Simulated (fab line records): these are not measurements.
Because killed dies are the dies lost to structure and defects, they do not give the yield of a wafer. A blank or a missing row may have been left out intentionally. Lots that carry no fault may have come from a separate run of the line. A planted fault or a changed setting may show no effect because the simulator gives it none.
2 desks looking at one fault / flow berkeley-cmos170 / every desk sees just its own numbers, and what lay behind them comes last

FROM THE METROLOGY DESK
Lot by lot, what the gauges showed, no matter which tool ran the lot: averages of those sampled wafers that carry a number. The brackets show how far a lot's mean lies from the usual mean; more than 4 standard deviations puts the lot out of limits, marked OUT. Only the readings that lie furthest out on some lot appear, 7 of the 10 it has.
Columns: A = ACTIVE_OVL at UCB170_ACTIVE_OVL_MEAS_14, usual 3 nm; B = cd-nm at UCB170_ACTIVE_CD_MEAS_90, usual 1200.3 nm; C = PFIELD_TW at UCB170_PFIELD_TW_MEAS_09, usual 601; D = FIELD_OXIDE_THK at UCB170_FIELD_THK_MEAS_02, usual 555 nm; E = FIELD_OXIDE_LEFT_1_THK at UCB170_FIELD_THK_MEAS_90, usual 438 nm; F = SACOX_OXIDE_THK at UCB170_SACOX_THK_MEAS_02, usual 14.41 nm; G = NVT_TW at UCB170_NVT_TW_MEAS_09, usual 526
lot=L524; first seen here=day 5 08:21; A=6; B=1198.3; C=608; D=571; E=456; F=14.33; G=526
lot=L525; first seen here=day 5 13:37; A=3; B=1200.8; C=579; D=559; E=443; F=14.05; G=529
lot=L527; first seen here=day 6 05:50; A=-3; B=1198.9; C=587; D=555; E=438; F=14.35; G=531
lot=L529; first seen here=day 6 05:52; A=4; B=1200.4; C=601; D=560; E=443; F=14.17; G=530
lot=L539; first seen here=day 8 01:53; A=13; B=1199.4; C=591; D=543; E=424; F=14.29; G=525
lot=L544; first seen here=day 9 03:41; A=2; B=1200.2; C=604; D=560; E=443; F=14.41; G=516
Finding of this desk: none of the 6 lots has anything out of limits.

THE TOOL OWNER'S DESK: implanter-01
The tool's own readings at UCB170_PFIELD_IMPLANT_07, given as means over the sampled wafers that have a number, one for each lot that went through this tool. The brackets show how far a lot's mean lies from the usual mean; more than 4 standard deviations puts the lot out of limits, marked OUT.
Columns: A = faraday-current-uA at UCB170_PFIELD_IMPLANT_07, usual 63.6
lot=L524; first seen here=day 5 11:37; A=64.6
lot=L525; first seen here=day 5 16:43; A=62.8
lot=L527; first seen here=day 6 11:03; A=62.2
Finding of this desk: none of the 3 lots has anything out of limits.

TAKEN TOGETHER
From the metrology desk's view, nothing was out of limits.
The tool owner's desk saw nothing out of limits.

WHAT WAS PUT IN BY THE SIMULATOR
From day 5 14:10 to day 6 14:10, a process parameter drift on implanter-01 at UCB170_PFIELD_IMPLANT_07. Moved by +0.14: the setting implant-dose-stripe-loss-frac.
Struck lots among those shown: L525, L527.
